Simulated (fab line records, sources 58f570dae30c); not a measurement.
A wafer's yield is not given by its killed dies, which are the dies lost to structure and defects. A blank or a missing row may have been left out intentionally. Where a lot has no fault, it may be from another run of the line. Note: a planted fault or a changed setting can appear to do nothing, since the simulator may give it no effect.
The tool behind it: which one? -- flow berkeleyCmos170 -- 11 lots, 33 wafers sampled, at 6 steps of a route of 331

## WHAT EACH GAUGE READ, for each wafer
UCB170_CONTACT_CD_MEAS_90: target cd 700 nm.
lot,measured,on,cdNm (nm)
L647,day 8 02:05,cdSem-02,701.1 701.6 700.9
L649,day 8 11:38,cdSem-01,697.9 699.9 698.8
L648,day 8 12:23,cdSem-01,699.7 700.8 701.9
L650,day 9 00:35,cdSem-01,699.6 700.7 700.1
L653,day 9 14:07,cdSem-02,702.7 702.6 702.7
L656,day 10 02:31,cdSem-01,700.0 702.3 701.0
L661,day 11 08:55,cdSem-01,702.1 702.3 703.5
L662,day 11 12:12,cdSem-02,700.2 700.4 697.4
L667,day 11 23:21,cdSem-01,701.1 702.6 700.4
L666,day 11 23:37,cdSem-02,703.2 703.4 703.2
L669,day 12 14:35,cdSem-01,699.0 698.1 700.3

UCB170_M1_CD_MEAS_09: target cd 700 nm.
lot,measured,on,cdNm (nm)
L647,day 8 05:18,cdSem-01,700.3 700.5 699.4
L649,day 8 13:25,cdSem-01,699.3 699.1 699.6
L648,day 8 14:10,cdSem-02,700.6 700.1 700.7
L650,day 9 02:14,cdSem-02,697.8 696.9 697.0
L653,day 9 16:27,cdSem-01,699.3 698.9 698.9
L656,day 10 04:05,cdSem-01,699.8 699.8 699.8
L661,day 11 13:01,cdSem-01,702.3 700.9 702.8
L662,day 11 14:13,cdSem-01,701.3 699.3 699.8
L667,day 12 00:44,cdSem-01,697.6 697.7 699.4
L666,day 12 01:08,cdSem-02,697.8 699.0 698.4
L669,day 12 16:35,cdSem-02,700.3 700.4 700.6

UCB170_V2_BOW_MEAS_03.
lot,measured,on,V2_BOW (um)
L647,day 8 14:14,filmMetro-03,44 31 38
L649,day 8 22:34,filmMetro-04,38 44 45
L648,day 8 23:12,filmMetro-04,49 33 31
L650,day 9 11:15,filmMetro-04,39 44 41
L653,day 10 02:05,filmMetro-03,32 32 41 - - -
L656,day 10 13:25,filmMetro-02,42 39 37 - - -
L661,day 11 23:05,filmMetro-04,31 32 32
L662,day 11 23:47,filmMetro-04,35 31 39
L667,day 12 11:00,filmMetro-04,40 49 37
L666,day 12 11:55,filmMetro-03,29 21 27
L669,day 13 00:37,filmMetro-02,39 41 20

UCB170_V2_THK_MEAS_04.
lot,measured,on,V2_POLISHED_THK (nm)
L647,day 8 14:21,filmMetro-03,1002.0 1001.3 1003.1
L649,day 8 22:41,filmMetro-04,998.1 1002.1 998.1
L648,day 8 23:19,filmMetro-04,1001.0 999.6 1002.8
L650,day 9 11:22,filmMetro-04,1001.7 1001.3 1000.9
L653,day 10 06:17,filmMetro-03,924.1 926.1 926.1 924.6 925.0 925.1
L661,day 11 23:12,filmMetro-04,1001.8 1002.2 1001.1
L662,day 11 23:53,filmMetro-04,1000.4 1002.1 1001.7
L667,day 12 11:07,filmMetro-04,998.9 1000.5 999.7
L666,day 12 12:02,filmMetro-03,1001.6 1000.7 998.2
L669,day 13 00:44,filmMetro-02,1001.6 1000.2 999.7

UCB170_V2_CD_MEAS_90: target cd 700 nm.
lot,measured,on,cdNm (nm)
L647,day 8 16:02,cdSem-02,700.0 698.1 697.4
L649,day 9 00:46,cdSem-02,698.4 699.3 698.2
L648,day 9 00:54,cdSem-01,699.3 699.9 699.9
L650,day 9 12:54,cdSem-01,698.1 697.6 699.3
L661,day 12 00:44,cdSem-02,700.3 699.0 699.1
L662,day 12 01:26,cdSem-01,701.8 702.9 703.3
L667,day 12 12:44,cdSem-01,701.6 701.6 700.3
L666,day 12 13:42,cdSem-01,700.0 700.7 699.2
L669,day 13 02:15,cdSem-01,699.1 697.6 698.2

## WHICH TOOL RAN EACH LOT (tool, then ch and the chambers of the sampled wafers, then the start)
lot,UCB170_V2_CMP_02
L647,"cmp-02 ch 0,1,2, day 8 13:56"
L649,"cmp-01 ch 1,3, day 8 22:16"
L648,"cmp-02 ch 1,2,3, day 8 22:53"
L650,"cmp-02 ch 0,2, day 9 10:59"
L653,"cmp-01 ch 2,3, day 10 01:47"
L656,"cmp-01 ch 2,3, day 10 13:09"
L661,"cmp-02 ch 0,2,3, day 11 22:53"
L662,"cmp-02 ch 1,2,3, day 11 23:31"
L667,"cmp-02 ch 1,3, day 12 10:42"
L666,"cmp-02 ch 0,1,3, day 12 11:37"
L669,"cmp-02 ch 1,2,3, day 13 00:25"
- UCB170_V2_CMP_02: polishes SiO2.

## AS READ BY THE TOOLS THEMSELVES (means over the sampled wafers that have a number; for cases with no such wafer, the mark the record gives instead)
UCB170_V2_CMP_02.
lot,tool,motorCurrentA (A),platenRpm (rpm)
L647,cmp-02,16.7,60.00
L649,cmp-01,16.7,60.03
L648,cmp-02,16.5,60.01
L650,cmp-02,16.8,59.99
L653,cmp-01,18.6,60.02
L656,cmp-01,16.6,59.98
L661,cmp-02,16.4,60.05
L662,cmp-02,16.1,60.00
L667,cmp-02,15.5,59.96
L666,cmp-02,15.2,60.02
L669,cmp-02,16.1,60.00

## THE ANSWER, worked out from the rows above alone
Rule: what is usual is taken from the lots themselves. Put in order of their means at a reading, lots are off if they are a third of the lots or fewer, leave a main group of 4 or more, and stand apart from it by a gap of 3 or more times the standard deviation of the main group's means; of several such gaps the widest counts. If all means in a main group match to the digits the tables above print for the reading, that group is not used. Also off: a lot with no number at a reading for which 4 or more lots have one. Where the step has rows for the other lots, those lots are counted as sound. After the gauges, taken in route order, come the tools' own readings; for these a lot's mean is taken, as printed above. The first step at which some lot is off is used, and at that step the reading that is off furthest; a lot without a number counts as furthest.
Off: at UCB170_V2_THK_MEAS_04 (V2_POLISHED_THK), L653. The main group has a mean of 1000.8 nm with a standard deviation of 0.87. Neither off nor sound, because the step has no rows for them: L656.
A tool fits if, at a process step before that reading, it ran every lot that is off, and no sound lot after the first of them. The gauges at UCB170_V2_THK_MEAS_04 aren't tried: what is off there is off at UCB170_V2_CMP_02 too, on other tools, and a gauge's error can't cause that. One fits: cmp-01 at UCB170_V2_CMP_02. A fault onset in the window from L649 (day 8 22:16, its last sound lot) to L653 (day 10 01:47, its first lot off) fits.

## WHAT HAD BEEN PUT IN BY THE SIMULATOR
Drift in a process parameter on cmp-01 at UCB170_V2_CMP_02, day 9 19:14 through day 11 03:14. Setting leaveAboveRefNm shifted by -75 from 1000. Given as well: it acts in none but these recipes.
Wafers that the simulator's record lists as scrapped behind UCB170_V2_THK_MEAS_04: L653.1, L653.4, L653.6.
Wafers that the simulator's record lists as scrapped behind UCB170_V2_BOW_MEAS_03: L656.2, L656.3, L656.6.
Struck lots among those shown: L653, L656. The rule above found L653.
